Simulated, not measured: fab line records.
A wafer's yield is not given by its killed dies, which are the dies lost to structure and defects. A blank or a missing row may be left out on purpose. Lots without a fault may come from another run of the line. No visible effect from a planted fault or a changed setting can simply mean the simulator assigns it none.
A single fault, viewed from 2 desks | flow berkeley_cmos170 | each desk has only its own numbers; what lay behind them comes last

## TOOL OWNER'S DESK, rie_metal-03
The tool's own readings at UCB170_M1_METAL_ETCH_12 (etches Al in Cl2/BCl3, stops on PSG, target depth 780 nm, time 130 s): means of the sampled wafers that have a number, for each lot that ran on this tool. If a lot's mean is further than 4 standard deviations from the usual mean, the lot is out of limits and carries the mark OUT (the distance appears in the brackets).
Columns: A = bias_w at UCB170_M1_METAL_ETCH_12, usual 120.0 W; B = drypump_motor_current_A at UCB170_M1_METAL_ETCH_12, usual 5.6 A; C = oes_product_au at UCB170_M1_METAL_ETCH_12, usual 0.849 a.u.; D = throttle_valve_pct at UCB170_M1_METAL_ETCH_12, usual 24.38 %
lot  | first seen here | A               | B   | C     | D
L157 | day 7 18:14     | 119.9           | 5.5 | 0.850 | 24.12
L159 | day 8 11:43     | 147.9 (+80) OUT | 5.5 | 0.842 | 24.12
L162 | day 8 12:18     | 148.1 (+80) OUT | 5.5 | 0.854 | 24.11
Finding of this desk: L159, L162 out of limits; the first was L159 at day 8 11:43, on bias_w at UCB170_M1_METAL_ETCH_12. L157 stayed within limits.

## THE METROLOGY DESK
Lot by lot, what the gauges showed, no matter which tool ran the lot: averages of those sampled wafers that carry a number. If a lot's mean is further than 4 standard deviations from the usual mean, the lot is out of limits and carries the mark OUT (the distance appears in the brackets).
Columns: A = M1_AL_RS at UCB170_M1_RS_MEAS_01, usual 0.0487 ohm/sq; B = M1_AL_THK at UCB170_M1_THK_MEAS_02, usual 598 nm; C = cd_nm at UCB170_M1_CD_MEAS_09, usual 699.5 nm; D = M1_OVL at UCB170_M1_OVL_MEAS_10, usual 0 nm
lot  | first seen here | A      | B   | C     | D
L152 | day 6 20:20     | 0.0482 | 604 | 698.8 | 1
L157 | day 7 16:35     | 0.0483 | 605 | 698.0 | -0
L159 | day 8 10:18     | 0.0494 | 586 | 702.3 | -5
L162 | day 8 10:41     | 0.0476 | 613 | 699.1 | 2
L170 | day 10 21:37    | 0.0482 | 604 | 702.0 | -3
L172 | day 11 06:46    | 0.0483 | 594 | 698.8 | 1
Result from this desk: across the 6 lots, nothing is out of limits.

## BROUGHT TOGETHER
At day 8 11:43, on L159, L162, the tool owner's desk was in a position to raise an alarm.
Nothing out of limits was seen by the metrology desk.
The metrology desk holds a record of L159, L162, inside its limits.
All the named lots went through UCB170_M1_METAL_ETCH_12 on rie_metal-03.

## WHAT THE SIMULATOR PUT IN
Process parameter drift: rie_metal-03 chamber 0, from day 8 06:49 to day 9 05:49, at UCB170_M1_METAL_ETCH_12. The setting bias_w was moved by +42, starting from 120. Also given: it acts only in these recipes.
Lots struck among those shown: L159, L162.
Delay in hours, fault start to first out-of-limits reading, by desk: the tool owner's desk at 5.
